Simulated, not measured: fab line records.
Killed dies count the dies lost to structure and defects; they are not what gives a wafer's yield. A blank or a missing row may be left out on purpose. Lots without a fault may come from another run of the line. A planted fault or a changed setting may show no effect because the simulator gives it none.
One fault through the eyes of 2 desks    flow berkeley cmos170    each desk holds nothing but its own numbers, with what lay behind them at the end

== FROM THE METROLOGY DESK ==
Means of the sampled wafers that have a number, per lot and without regard to the tool the lot ran on: this is what the gauges read. The brackets show how far a lot's mean lies from the usual mean; more than 4 standard deviations puts the lot out of limits, marked OUT.
Columns: A = NWELL_OXIDE_THK at UCB170_NWELL_THK_MEAS_02, usual 26.6 nm; B = NWELL_NITRIDE_THK at UCB170_NWELL_THK_MEAS_05, usual 224.6 nm; C = NWELL_OVL at UCB170_NWELL_OVL_MEAS_12, usual -1 nm
lot   first seen here  A     B      C
L442  day 2 04:10      27.2  225.4  2
L448  day 3 02:41      26.1  223.6  -6
L449  day 3 17:37      26.3  225.2  -2
L458  day 5 09:18      26.7  221.0  2
L459  day 5 16:31      26.2  225.0  -10
L464  day 6 23:21      26.5  222.4  -3
This desk found nothing out of limits on any of the 6 lots.

== FOR THE TOOL OWNER'S DESK: krf scanner-02 ==
The tool's own readings at UCB170_NWELL_EXPOSE_09 (exposes mask NWELL, target cd 3000 nm): means of the sampled wafers that have a number, for each lot that ran on this tool. The brackets show how far a lot's mean lies from the usual mean; more than 4 standard deviations puts the lot out of limits, marked OUT.
Columns: A = exposure dose mJ cm2 at UCB170_NWELL_EXPOSE_09, usual 25.002
lot   first seen here  A
L442  day 2 13:55      24.969
L448  day 3 11:55      30.736 (+99 or more) OUT
L449  day 4 05:40      30.722 (+99 or more) OUT
This desk finds L448, L449 out of limits, L448 being first, at day 3 11:55 (exposure dose mJ cm2 at UCB170_NWELL_EXPOSE_09). In limits: L442.

== ALL TOGETHER ==
On L448, L449, at day 3 11:55, an alarm was possible from the tool owner's desk.
Nothing out of limits was seen by the metrology desk.
The metrology desk holds a record of L448, L449, inside its limits.
Every lot named ran UCB170_NWELL_EXPOSE_09 on krf scanner-02.

== WHAT HAD BEEN PUT IN BY THE SIMULATOR ==
Process parameter drift: krf scanner-02, from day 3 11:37 on, at UCB170_NWELL_EXPOSE_09. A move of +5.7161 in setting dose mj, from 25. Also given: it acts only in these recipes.
Shown lots that were struck: L448, L449.
Time in hours from fault onset to the first out-of-limits reading at each desk: the tool owner's desk, 0.
